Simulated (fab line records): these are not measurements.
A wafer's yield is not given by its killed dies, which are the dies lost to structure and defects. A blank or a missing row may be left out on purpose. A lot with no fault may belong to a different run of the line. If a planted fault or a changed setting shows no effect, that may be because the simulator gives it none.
Split-lot study + flow berkeley_cmos170 + 5 lots, 23 wafers read, on a route of 331 steps

## THE SPLIT
At UCB170_CONTACT_CVD_01 (deposits PSG from SiH4/O2/PH3, target thk 700 nm, time 2820 s), the setting o2_flow_sccm was moved away from the recipe's 90 sccm on 20 of the 23 wafers read, by -4.9% to +10.8%. All remaining wafers had this setting at the recipe value.

Split to reading: the file shows no intervening step.

## THE READING
CONTACT_PSG_THK at UCB170_CONTACT_THK_MEAS_02, in nm. Fault-free wafers of this fab line usually give 703 nm, standard deviation 4.6 nm.

| wafer  | tool, chamber at the split | o2_flow_sccm as run, sccm | against the recipe | CONTACT_PSG_THK, nm | against lot-mates on the recipe |
|--------|----------------------------|---------------------------|--------------------|---------------------|---------------------------------|
| L077.1 | -, -                       | 94.8                      | +5.3%              | 719                 | no lot-mate on the recipe       |
| L077.2 | -, -                       | 94.8                      | +5.3%              | 725                 | no lot-mate on the recipe       |
| L077.3 | -, -                       | 94.8                      | +5.3%              | 725                 | no lot-mate on the recipe       |
| L077.4 | -, -                       | 94.8                      | +5.3%              | 721                 | no lot-mate on the recipe       |
| L077.6 | -, -                       | 94.8                      | +5.3%              | 720                 | no lot-mate on the recipe       |
| L076.1 | -, -                       | 86.12                     | -4.3%              | 681                 | no lot-mate on the recipe       |
| L076.2 | -, -                       | 86.12                     | -4.3%              | 681                 | no lot-mate on the recipe       |
| L076.4 | -, -                       | 86.12                     | -4.3%              | 684                 | no lot-mate on the recipe       |
| L076.5 | -, -                       | 86.12                     | -4.3%              | 682                 | no lot-mate on the recipe       |
| L076.6 | -, -                       | 86.12                     | -4.3%              | 683                 | no lot-mate on the recipe       |
| L079.1 | -, -                       | 99.76                     | +10.8%             | 733                 | no lot-mate on the recipe       |
| L079.3 | -, -                       | 99.76                     | +10.8%             | 736                 | no lot-mate on the recipe       |
| L079.4 | -, -                       | 99.76                     | +10.8%             | 731                 | no lot-mate on the recipe       |
| L079.5 | -, -                       | 99.76                     | +10.8%             | 731                 | no lot-mate on the recipe       |
| L079.6 | -, -                       | 99.76                     | +10.8%             | 740                 | no lot-mate on the recipe       |
| L081.1 | -, -                       | 85.63                     | -4.9%              | 692                 | no lot-mate on the recipe       |
| L081.2 | -, -                       | 85.63                     | -4.9%              | 691                 | no lot-mate on the recipe       |
| L081.3 | -, -                       | 85.63                     | -4.9%              | 694                 | no lot-mate on the recipe       |
| L081.5 | -, -                       | 85.63                     | -4.9%              | 690                 | no lot-mate on the recipe       |
| L081.6 | -, -                       | 85.63                     | -4.9%              | 683                 | no lot-mate on the recipe       |
| L083.1 | lpcvd-01, 0                | 90                        | recipe             | 708                 | -                               |
| L083.2 | lpcvd-01, 0                | 90                        | recipe             | 703                 | -                               |
| L083.5 | lpcvd-01, 0                | 90                        | recipe             | 712                 | -                               |

THE FIT
A straight line over all 23 wafers: CONTACT_PSG_THK changes by +3.17 nm for each +1% of o2_flow_sccm; r = +0.97; the points scatter about the line by 5.4 nm.
Too few moved wafers with a lot-mate on the recipe to fit a line net of each lot's own level.

## THE WHOLE CHAIN: every reading that the file lists as answering this split, in the file's order
| step                       | what it does                                                               | reading                                                                       | change (the file's fit)              | r (the file's) |
|----------------------------|----------------------------------------------------------------------------|-------------------------------------------------------------------------------|--------------------------------------|----------------|
| UCB170_CONTACT_CVD_01      | deposits PSG from SiH4/O2/PH3, target thk 700 nm, time 2820 s              | PSG_of_CONTACT_CVD_01.thk_nm (the simulator's own value, which no gauge read) | +3.24 nm for each +1% of the setting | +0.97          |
| UCB170_CONTACT_THK_MEAS_02 |                                                                            | CONTACT_PSG_THK                                                               | +3.19 for each +1% of the setting    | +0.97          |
| UCB170_CONTACT_ETCH_18     | etches PSG in CHF3/CF4/Ar, stops on TiSi2, target depth 840 nm, time 195 s | etch.depth_nm (the simulator's own value, which no gauge read)                | +3.24 nm for each +1% of the setting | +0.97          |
| UCB170_CONTACT_ETCH_18     | etches PSG in CHF3/CF4/Ar, stops on TiSi2, target depth 840 nm, time 195 s | CONTACT.feature_depth_nm (the simulator's own value, which no gauge read)     | +3.21 nm for each +1% of the setting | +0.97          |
| UCB170_M1_METAL_ETCH_12    | etches Al in Cl2/BCl3, stops on PSG, target depth 780 nm, time 130 s       | PSG_of_CONTACT_CVD_01.thk_nm (the simulator's own value, which no gauge read) | +3.28 nm for each +1% of the setting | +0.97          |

## THE FILE'S OWN FIT
CONTACT_PSG_THK changes by +3.19 nm for each +1% of o2_flow_sccm, r = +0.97.
